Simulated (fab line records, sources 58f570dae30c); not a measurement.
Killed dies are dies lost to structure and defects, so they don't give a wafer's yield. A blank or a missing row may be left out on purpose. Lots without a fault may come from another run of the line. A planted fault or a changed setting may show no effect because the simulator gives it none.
Which tool did it? | flow berkeley_cmos170 | 14 lots, 42 wafers sampled, at 7 steps of a route of 331

WHAT THE GAUGES READ, wafer by wafer
UCB170_NVT_OVL_MEAS_06. Usual: NVT_OVL -2 nm, standard deviation 4.9.
lot  | measured     | on         | NVT_OVL (nm) | flag
L307 | day 6 12:56  | overlay-02 | 0 -6 2       |
L308 | day 7 02:40  | overlay-01 | 3 -1 -3      |
L310 | day 7 02:58  | overlay-02 | 5 1 -3       |
L314 | day 8 03:08  | overlay-01 | 1 -7 8       |
L316 | day 8 12:14  | overlay-01 | -4 8 8       |
L317 | day 8 12:31  | overlay-02 | -1 -2 4      |
L315 | day 8 12:47  | overlay-01 | -1 -7 -3     |
L319 | day 9 02:24  | overlay-01 | -6 3 -3      |
L321 | day 9 02:58  | overlay-02 | -2 2 6       |
L323 | day 10 09:01 | overlay-02 | -7 -7 -2     |
L325 | day 10 09:14 | overlay-01 | -3 -12 -10   |
L327 | day 10 21:10 | overlay-02 | -10 -13 -3   |
L324 | day 10 21:27 | overlay-01 | -9 -7 -1     |
L329 | day 10 21:44 | overlay-01 | -2 -10 -1    |

UCB170_PVT_OVL_MEAS_06. Usual: PVT_OVL 4 nm, standard deviation 5.7.
lot  | measured     | on         | PVT_OVL (nm) | flag
L307 | day 6 14:49  | overlay-01 | 7 -5 0       |
L308 | day 7 04:40  | overlay-02 | -5 6 -1      |
L310 | day 7 05:50  | overlay-01 | 4 7 -5       |
L314 | day 8 04:50  | overlay-01 | 6 8 12       |
L316 | day 8 14:03  | overlay-02 | -3 2 5       |
L317 | day 8 14:41  | overlay-01 | 8 -2 10      |
L315 | day 8 15:03  | overlay-01 | -5 6 1       |
L319 | day 9 04:04  | overlay-01 | -7 10 9      |
L321 | day 9 04:58  | overlay-01 | 12 11 0      |
L323 | day 10 11:19 | overlay-01 | 3 2 -2       |
L325 | day 10 11:35 | overlay-02 | 5 12 5       |
L327 | day 10 23:57 | overlay-01 | -4 3 -1      |
L324 | day 11 00:55 | overlay-01 | 6 1 1        |
L329 | day 11 01:02 | overlay-02 | 1 -6 7       |

UCB170_SDANNEAL_RS_MEAS_02: measures by four-point-probe. Usual: PSD_RS 75.6 ohm/sq, standard deviation 0.32.
lot  | measured     | on            | PSD_RS (ohm/sq)               | flag
L307 | day 7 22:22  | film_metro-04 | 75.6 75.6 75.5                |
L308 | day 8 10:59  | film_metro-04 | 75.8 75.7 75.8                |
L310 | day 8 10:14  | film_metro-03 | 75.6 76.0 75.7                |
L314 | day 9 16:40  | film_metro-02 | 65.5 65.5 65.2 65.5 65.3 65.3 | OFF
L316 | day 10 02:32 | film_metro-02 | 75.5 75.2 75.5                |
L317 | day 10 01:59 | film_metro-02 | 75.5 75.6 75.9                |
L315 | day 10 02:17 | film_metro-04 | 65.2 65.2 65.2 65.3 65.3 65.3 | OFF
L319 | day 10 11:48 | film_metro-04 | 76.0 76.0 75.8                |
L321 | day 10 12:20 | film_metro-04 | 75.6 76.0 76.1                |
L323 | day 11 15:19 | film_metro-02 | 75.8 75.7 76.1                |
L325 | day 11 15:59 | film_metro-04 | 74.8 74.5 75.3                |
L327 | day 12 06:28 | film_metro-04 | 76.0 76.1 76.1                |
L324 | day 12 06:50 | film_metro-03 | 75.8 75.8 75.8                |
L329 | day 12 07:18 | film_metro-02 | 75.3 75.8 75.5                |

UCB170_SDANNEAL_RS_MEAS_03: measures by four-point-probe. Usual: NSD_RS 37.29 ohm/sq, standard deviation 0.092.
lot  | measured     | on            | NSD_RS (ohm/sq)                     | flag
L307 | day 7 22:29  | film_metro-04 | 37.27 37.26 37.30                   |
L308 | day 8 11:07  | film_metro-04 | 37.41 37.42 37.38                   |
L310 | day 8 10:22  | film_metro-03 | 37.31 37.28 37.42                   |
L314 | day 9 18:24  | film_metro-02 | 35.75 35.73 35.79 35.80 35.69 35.77 | OFF
L316 | day 10 02:40 | film_metro-02 | 37.38 37.36 37.33                   |
L317 | day 10 02:06 | film_metro-02 | 37.41 37.39 37.42                   |
L315 | day 10 06:02 | film_metro-04 | 35.66 35.69 35.75 35.63 35.65 35.65 | OFF
L319 | day 10 11:55 | film_metro-04 | 37.21 37.25 37.17                   |
L321 | day 10 12:27 | film_metro-04 | 37.31 37.28 37.35                   |
L323 | day 11 15:26 | film_metro-02 | 37.34 37.25 37.35                   |
L325 | day 11 16:07 | film_metro-04 | 37.18 37.09 37.19                   |
L327 | day 12 06:35 | film_metro-04 | 37.21 37.22 37.20                   |
L324 | day 12 06:58 | film_metro-03 | 37.29 37.34 37.30                   |
L329 | day 12 07:25 | film_metro-02 | 37.44 37.46 37.46                   |

UCB170_SDANNEAL_RS_MEAS_04: measures by four-point-probe. Usual: PLDD_RS 1031.9 ohm/sq, standard deviation 2.9.
lot  | measured     | on            | PLDD_RS (ohm/sq)                          | flag
L307 | day 7 22:37  | film_metro-04 | 1031.1 1033.8 1034.3                      |
L308 | day 8 11:14  | film_metro-04 | 1029.8 1032.2 1034.2                      |
L310 | day 8 10:29  | film_metro-03 | 1030.1 1032.6 1032.2                      |
L314 | day 9 20:45  | film_metro-02 | 1010.3 1011.3 1011.4 1010.0 1009.4 1013.1 | OFF
L316 | day 10 02:47 | film_metro-02 | 1040.9 1039.7 1034.9                      |
L317 | day 10 02:13 | film_metro-02 | 1038.1 1037.6 1038.0                      |
L315 | day 10 08:07 | film_metro-04 | 1014.7 1011.9 1009.2 1016.3 1010.4 1010.0 | OFF
L319 | day 10 12:02 | film_metro-04 | 1031.5 1032.2 1032.0                      |
L321 | day 10 12:34 | film_metro-04 | 1031.1 1028.1 1028.6                      |
L323 | day 11 15:34 | film_metro-02 | 1027.8 1029.9 1027.1                      |
L325 | day 11 16:14 | film_metro-04 | 1030.3 1026.8 1027.4                      |
L327 | day 12 06:42 | film_metro-04 | 1036.7 1031.2 1029.9                      |
L324 | day 12 07:05 | film_metro-03 | 1036.0 1031.7 1034.6                      |
L329 | day 12 07:32 | film_metro-02 | 1031.2 1033.6 1031.2                      |

WHICH TOOL RAN EACH LOT (tool, then ch and the chambers of the sampled wafers, then the start)
lot  | UCB170_NLDD_STRIP_10                 | UCB170_SDANNEAL_RTA_01
L307 | plasma_asher-04 ch 0, day 7 10:10    | rtp_anneal-01 ch 0, day 7 22:19
L308 | plasma_asher-04 ch 0,1, day 7 22:19  | rtp_anneal-02 ch 0, day 8 10:56
L310 | plasma_asher-04 ch 0,1, day 7 22:52  | rtp_anneal-01 ch 0, day 8 10:10
L314 | plasma_asher-03 ch 0,1, day 9 02:35  | rtp_anneal-01 ch 0, day 9 16:36
L316 | plasma_asher-04 ch 0,1, day 9 11:15  | rtp_anneal-02 ch 0, day 10 02:24
L317 | plasma_asher-03 ch 0,1, day 9 10:42  | rtp_anneal-02 ch 0, day 10 01:55
L315 | plasma_asher-02 ch 0,1, day 9 11:28  | rtp_anneal-01 ch 0, day 10 02:13
L319 | plasma_asher-03 ch 0,1, day 10 00:40 | rtp_anneal-02 ch 0, day 10 11:44
L321 | plasma_asher-04 ch 0,1, day 10 00:49 | rtp_anneal-02 ch 0, day 10 12:16
L323 | plasma_asher-04 ch 0,1, day 11 05:25 | rtp_anneal-02 ch 0, day 11 15:13
L325 | plasma_asher-04 ch 0,1, day 11 06:31 | rtp_anneal-02 ch 0, day 11 15:56
L327 | plasma_asher-04 ch 0,1, day 11 16:34 | rtp_anneal-02 ch 0, day 12 06:24
L324 | plasma_asher-04 ch 0,1, day 11 17:28 | rtp_anneal-02 ch 0, day 12 06:47
L329 | plasma_asher-02 ch 0,1, day 11 17:45 | rtp_anneal-02 ch 0, day 12 07:14
- UCB170_NLDD_STRIP_10: strips in O2.
- UCB170_SDANNEAL_RTA_01: time 5 s.

WHAT THE TOOLS THEMSELVES READ (means of the sampled wafers that have a number; where no wafer has one, the mark that the record gives instead)
UCB170_NLDD_STRIP_10. Usual: drypump_motor_current_A 5.6 A, standard deviation 0.56; oes_product_au 0.734 a.u., standard deviation 0.0045; strip_time_to_endpoint_s 21.73 s, standard deviation 0.07.
lot  | tool            | drypump_motor_current_A (A) | oes_product_au (a.u.) | strip_time_to_endpoint_s (s) | flag
L307 | plasma_asher-04 | 6.0                         | 0.733                 | 21.83                        |
L308 | plasma_asher-04 | 5.2                         | 0.732                 | 21.70                        |
L310 | plasma_asher-04 | 5.6                         | 0.738                 | 21.75                        |
L314 | plasma_asher-03 | 6.0                         | 0.735                 | 21.69                        |
L316 | plasma_asher-04 | 5.2                         | 0.735                 | 21.61                        |
L317 | plasma_asher-03 | 6.0                         | 0.739                 | 21.70                        |
L315 | plasma_asher-02 | 5.4                         | 0.739                 | 21.71                        |
L319 | plasma_asher-03 | 5.9                         | 0.735                 | 21.67                        |
L321 | plasma_asher-04 | 5.6                         | 0.732                 | 21.62                        |
L323 | plasma_asher-04 | 5.2                         | 0.736                 | 21.77                        |
L325 | plasma_asher-04 | 5.2                         | 0.733                 | 21.71                        |
L327 | plasma_asher-04 | 5.2                         | 0.731                 | 21.63                        |
L324 | plasma_asher-04 | 5.2                         | 0.732                 | 21.67                        |
L329 | plasma_asher-02 | 5.6                         | 0.736                 | 21.70                        |

UCB170_SDANNEAL_RTA_01. Usual: lamp_power_pct 44.4 %, standard deviation 0.38; wafer_temp_C_max 1054.0, standard deviation 0.94.
lot  | tool          | lamp_power_pct (%) | wafer_temp_C_max | flag
L307 | rtp_anneal-01 | 44.9               | 1054.4           |
L308 | rtp_anneal-02 | 44.1               | 1053.3           |
L310 | rtp_anneal-01 | 44.9               | 1055.5           |
L314 | rtp_anneal-01 | 47.9               | 1080.0           | OFF
L316 | rtp_anneal-02 | 44.1               | 1053.5           |
L317 | rtp_anneal-02 | 44.1               | 1053.4           |
L315 | rtp_anneal-01 | 47.8               | 1079.6           | OFF
L319 | rtp_anneal-02 | 44.1               | 1053.7           |
L321 | rtp_anneal-02 | 44.1               | 1054.4           |
L323 | rtp_anneal-02 | 44.1               | 1053.3           |
L325 | rtp_anneal-02 | 44.1               | 1053.4           |
L327 | rtp_anneal-02 | 44.1               | 1053.2           |
L324 | rtp_anneal-02 | 44.0               | 1054.2           |
L329 | rtp_anneal-02 | 44.1               | 1053.1           |

THE ANSWER, worked out from the rows above alone
Rule: a lot is off if the mean of its wafers that have a number lies more than 3 standard deviations from the usual mean. A lot without any number at a reading at which 4 lots or more have one is off too. The other lots that the step has rows for count as sound. The gauges are gone through in route order, then the tools' own readings, and for those a lot's mean is taken as printed above. The first step at which some lot is off is used, and at that step the reading that is off furthest; a lot without a number counts as furthest.
Off: L314, L315, at UCB170_SDANNEAL_RS_MEAS_02 (PSD_RS).
A tool fits if, at a process step before that reading, it ran every lot that is off, and no sound lot after the first of them. The gauges at UCB170_SDANNEAL_RS_MEAS_02 aren't tried: what is off there is off at UCB170_SDANNEAL_RTA_01 too, on other tools, and a gauge's error can't cause that. One fits: rtp_anneal-01 at UCB170_SDANNEAL_RTA_01. Its last sound lot is L310 (day 8 10:10), its first lot that is off L314 (day 9 16:36): a fault that began between those two fits.
The tool's own readings at UCB170_SDANNEAL_RTA_01 bear it out: on the lots that are off they differ by more than 5 times the standard deviation of the sound lots' means. lamp_power_pct reads 47.8 % there against 44.2 % on the sound lots; wafer_temp_C_max reads 1079.8 there against 1053.8 on the sound lots.

WHAT THE SIMULATOR HAD PUT IN
Process parameter drift: rtp_anneal-01, from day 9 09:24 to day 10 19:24, at UCB170_SDANNEAL_RTA_01. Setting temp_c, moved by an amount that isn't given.
Lots struck among those shown: L314, L315. The rule above found the same.
